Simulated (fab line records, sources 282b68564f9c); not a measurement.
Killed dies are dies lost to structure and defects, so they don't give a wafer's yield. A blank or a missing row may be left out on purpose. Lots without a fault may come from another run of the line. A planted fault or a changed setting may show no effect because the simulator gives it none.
fab line records | flow rit_cmos
record lots=14 wafers=42 last_day=8
route steps=202 shown NRETRO@56
lots that met no fault: from a run of the same line without faults
start_h: hours from the record's first day to the start of the lot's first wafer shown | wait_h: hours since the lot's step before | " the same as in the row above | L1.1+2: a row that stands for several wafers | - no value, or no start given | * or withheld: withheld | < > ~ a bound
route shown NAME@n: a module of which the file shows steps, and the number in the route of the first | usual: mean/standard deviation of fault-free wafers | same: alike in all rows | chamber/n: place in a boat | sites: the reading at each site | _std_site: their standard deviation | _edge_site: outer sites' mean less inner sites' | radius_mm: how far each site lies from the wafer's centre | mask NAME#n: copy n | behind: the tool/chamber that last shaped the wafer | hold: why the lot was held/for how many hours/how that ended | device: the transistor (n, p or np) that didn't switch | end of line: the same wafers' tests at the end of the route | a step without rows: its recipe alone | killed: dies lost to structure and defects at the first sort, not the wafer's yield | map: a wafer's dies, x killed, . not, _ none there
set.NAME: the setting as run; set.NAME@STEP: as run at that earlier step | model.NAME: the simulator's own value behind a step, which no gauge read
steps of the route over a sample of lots; a table a step, a row a wafer
services: from which hour (start_h, from the record's first day; less than 0 if before it) a tool's chamber was out of use, for how many hours, and why
## steps
# step RIT_NRETRO_EXPOSE_03
# recipe mask_id=M4 na=0.57 target_cd_nm=43900 dose_mj=250
# usual exposure_dose_mJ_cm2=250.02/0.24 focus_offset_nm=0.0/0.59
# columns lot.wafer tool chamber start_h wait_h mask exposure_dose_mJ_cm2 focus_offset_nm
L698.3 iline_stepper-02 0 39.72 0.2 M4#0 250.44 0.1
L698.5 " 0 " " M4#0 250.11 -0.7
L698.6 " 0 " " M4#0 249.85 -0.1
L699.3 iline_stepper-01 0 45.19 0.2 M4#0 250.39 0.1
L699.4 " 0 " " M4#0 250.12 -1.4
L699.6 " 0 " " M4#0 250.13 -0.2
L700.1 iline_stepper-01 0 51.75 0.1 M4#0 249.84 -0.4
L700.2 " 0 " " M4#0 250.00 0.6
L700.3 " 0 " " M4#0 250.46 0.8
L701.2 iline_stepper-02 0 60.04 0.3 M4#0 250.10 -0.4
L701.3 " 0 " " M4#0 250.09 -0.7
L701.6 " 0 " " M4#0 249.92 -0.1
L702.2 iline_stepper-02 - 63.26 0.1 M4#0 - -
L702.3 " - " " M4#0 - -
L702.4 " - " " M4#0 - -
L703.2 iline_stepper-02 - 68.81 0.1 M4#0 - -
L703.3 " - " " M4#0 - -
L703.6 " - " " M4#0 - -
L704.1 iline_stepper-02 0 77.42 0.1 M4#0 250.43 -0.6
L704.4 " 0 " " M4#0 250.38 0.1
L704.5 " 0 " " M4#0 250.10 -0.4
L706.1 iline_stepper-02 0 85.08 0.2 M4#0 250.09 0.3
L706.4 " 0 " " M4#0 250.26 0.1
L706.6 " 0 " " M4#0 250.25 0.2
L710.1 iline_stepper-01 0 101.96 0.2 M4#0 250.46 0.8
L710.5 " 0 " " M4#0 250.48 -0.4
L710.6 " 0 " " M4#0 249.71 -0.5
L711.2 iline_stepper-02 0 105.89 0.2 M4#0 250.21 0.2
L711.3 " 0 " " M4#0 250.20 -0.2
L711.5 " 0 " " M4#0 249.59 0.4
L713.3 iline_stepper-02 0 118.55 0.2 M4#0 249.89 -0.1
L713.5 " 0 " " M4#0 249.73 -0.8
L713.6 " 0 " " M4#0 249.94 -0.6
L714.4 iline_stepper-02 0 122.88 0.1 M4#0 250.21 0.0
L714.5 " 0 " " M4#0 250.14 -0.2
L714.6 " 0 " " M4#0 249.79 -0.8
L716.1 iline_stepper-02 0 131.26 0.2 M4#0 249.87 0.7
L716.2 " 0 " " M4#0 249.94 0.0
L716.4 " 0 " " M4#0 249.86 0.5
L719.1 iline_stepper-02 0 147.51 0.2 M4#0 250.11 0.2
L719.2 " 0 " " M4#0 250.19 -0.7
L719.6 " 0 " " M4#0 250.32 -0.6
## services
# columns tool chamber start_h hours kind
iline_stepper-01 0 54.26 - calibration
iline_stepper-01 - 107.67 2.1 pm
iline_stepper-01 - 109.76 - consumable_replace:lamp
iline_stepper-01 - 117.13 4.4 pm
iline_stepper-02 0 134.74 - calibration
## key
first_sign step=RIT_NRETRO_EXPOSE_03 reading=tool_record direction=missing
effect none on later readings
met_at RIT_NRETRO_EXPOSE_03
struck_lots L702,L703
sort_left_out L702.2,L702.3,L702.4,L703.2,L703.3,L703.6
tester_left_out L702,L703
onset_between 60.04 63.26
fault kind=skipped_step_whole tool=iline_stepper-02 chamber=- onset_h=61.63 steps=RIT_NRETRO_EXPOSE_03 scope=struck_lots_only
# tester_left_out: of these lots the tester's yield and bins aren't shown, on N5 and GAA mostly nor the transistor test; their killed dies are dies lost to structure and defects alone, not to doping, threshold or leakage, so they don't give the yield
# sort_left_out: the simulated sort isn't trusted on such a fault, so these wafers' sort isn't shown, and their yield isn't known
